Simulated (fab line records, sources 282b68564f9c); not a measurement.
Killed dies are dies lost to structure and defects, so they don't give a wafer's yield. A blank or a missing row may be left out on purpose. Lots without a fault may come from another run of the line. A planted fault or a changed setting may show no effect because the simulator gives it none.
Split-lot experiment | flow rit_cmos | 5 lots, 27 wafers read, on a route of 202 steps

THE SPLIT
At RIT_SPACER_ETCHBACK_05 (etches Si3N4 in SF6/CHF3, stops on SiO2, target depth 250 nm, time 240 s), the setting target_depth_a was moved away from the recipe's 2500 angstrom on 9 of the 27 wafers read, by -18.2% to +36.6%. The other wafers ran this setting at the recipe's value.

The reading is taken at the split's own step.

THE READING
oes_product_au, in a.u., at RIT_SPACER_ETCHBACK_05 (etches Si3N4 in SF6/CHF3, stops on SiO2, target depth 250 nm, time 240 s). Fault-free wafers of this fab line usually give 0.844 a.u., standard deviation 0.015 a.u..

wafer  | tool, chamber at the split | target_depth_a as run, angstrom | against the recipe | oes_product_au, a.u. | against lot-mates on the recipe
L075.1 | rie_diel-04, 3             | 2500                            | recipe             | 0.833                | -
L075.2 | rie_diel-04, 1             | 2500                            | recipe             | 0.820                | -
L075.3 | rie_diel-04, 2             | 2500                            | recipe             | 0.864                | -
L075.4 | rie_diel-04, 0             | 2500                            | recipe             | 0.847                | -
L075.5 | rie_diel-04, 1             | 2500                            | recipe             | 0.830                | -
L075.6 | rie_diel-04, 2             | 2500                            | recipe             | 0.874                | -
L076.1 | rie_diel-01, 2             | 2500                            | recipe             | 0.830                | -
L076.2 | rie_diel-01, 3             | 2500                            | recipe             | 0.843                | -
L076.3 | rie_diel-01, 0             | 2044                            | -18.2%             | 0.967                | +0.126
L076.4 | rie_diel-01, 1             | 2044                            | -18.2%             | 0.932                | +0.091
L076.5 | rie_diel-01, 1             | 2044                            | -18.2%             | 0.929                | +0.088
L076.6 | rie_diel-01, 0             | 2500                            | recipe             | 0.851                | -
L079.1 | rie_diel-04, 0             | 2500                            | recipe             | 0.847                | -
L079.3 | rie_diel-04, 2             | 2500                            | recipe             | 0.867                | -
L079.4 | rie_diel-04, 1             | 2500                            | recipe             | 0.814                | -
L081.1 | rie_diel-01, 1             | 2500                            | recipe             | 0.829                | -
L081.2 | rie_diel-01, 3             | 2500                            | recipe             | 0.836                | -
L081.3 | rie_diel-01, 2             | 2500                            | recipe             | 0.851                | -
L081.4 | rie_diel-01, 0             | 3415                            | +36.6%             | 0.715                | -0.124
L081.5 | rie_diel-01, 0             | 3415                            | +36.6%             | 0.715                | -0.124
L081.6 | rie_diel-01, 3             | 3415                            | +36.6%             | 0.700                | -0.139
L083.1 | rie_diel-02, 3             | 2939                            | +17.6%             | 0.781                | -0.055
L083.2 | rie_diel-02, 2             | 2939                            | +17.6%             | 0.771                | -0.065
L083.3 | rie_diel-02, 0             | 2500                            | recipe             | 0.834                | -
L083.4 | rie_diel-02, 1             | 2500                            | recipe             | 0.830                | -
L083.5 | rie_diel-02, 1             | 2500                            | recipe             | 0.845                | -
L083.6 | rie_diel-02, 2             | 2939                            | +17.6%             | 0.780                | -0.056

THE FIT
A straight line over all 27 wafers: oes_product_au changes by -0.00403 a.u. for each +1% of target_depth_a; r = -0.96; the points scatter about the line by 0.018 a.u..
The same after taking each lot's own level away (the mean of its wafers on the recipe; 27 wafers): -0.00395 a.u. for each +1%; r = -0.96; scatter 0.018 a.u..
On that fit, the largest move of target_depth_a shifts the reading by 0.14 a.u..
The lots' own levels span 0.8363 to 0.8447 a.u., that is 0.6 times the standard deviation above.
So the lot-to-lot level changes the slope little: the two slopes agree.
Check: with one of the wafers moved furthest among these (+36.6%) left out of the fit, the line predicts -0.143 a.u. for it against its lot-mates. It came out at -0.124 a.u. against them.
Tool readings at the split's step, against how far the setting was moved: oes_product_au r = -0.96.

OTHER SPLITS ON THESE WAFERS
These wafers also went through other splits before the reading. Each is held against what the fit with the lots' levels taken away leaves over:
other split on the same wafers    | wafers away from the commonest value | r with oes_product_au (lot level and that fit taken away)
RIT_ACTIVE_ETCH_13 target_depth_a | 9                                    | +0.30
RIT_GATE_ETCH_19 time_s           | 9                                    | +0.36
RIT_REOX_OXIDATION_03 ox_time_s   | 21                                   | -0.08

THE WHOLE CHAIN: every reading that the file lists as answering this split, in the file's order
step                   | what it does                                                             | reading                                                                        | change (the file's fit)                   | r (the file's)
RIT_SPACER_ETCHBACK_05 | etches Si3N4 in SF6/CHF3, stops on SiO2, target depth 250 nm, time 240 s | oes_product_au                                                                 | -0.00384 a.u. for each +1% of the setting | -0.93
RIT_SPACER_ETCHBACK_05 | etches Si3N4 in SF6/CHF3, stops on SiO2, target depth 250 nm, time 240 s | Si3N4_of_SPACER_CVD_03.thk_nm (the simulator's own value, which no gauge read) | -0.457 nm for each +1% of the setting     | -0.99
RIT_SPACER_ETCHBACK_05 | etches Si3N4 in SF6/CHF3, stops on SiO2, target depth 250 nm, time 240 s | poly-Si_of_GATE_CVD_08.thk_nm (the simulator's own value, which no gauge read) | -0.49 nm for each +1% of the setting      | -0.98

THE FILE'S OWN FIT
oes_product_au changes by -0.00384 a.u. for each +1% of target_depth_a, r = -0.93.
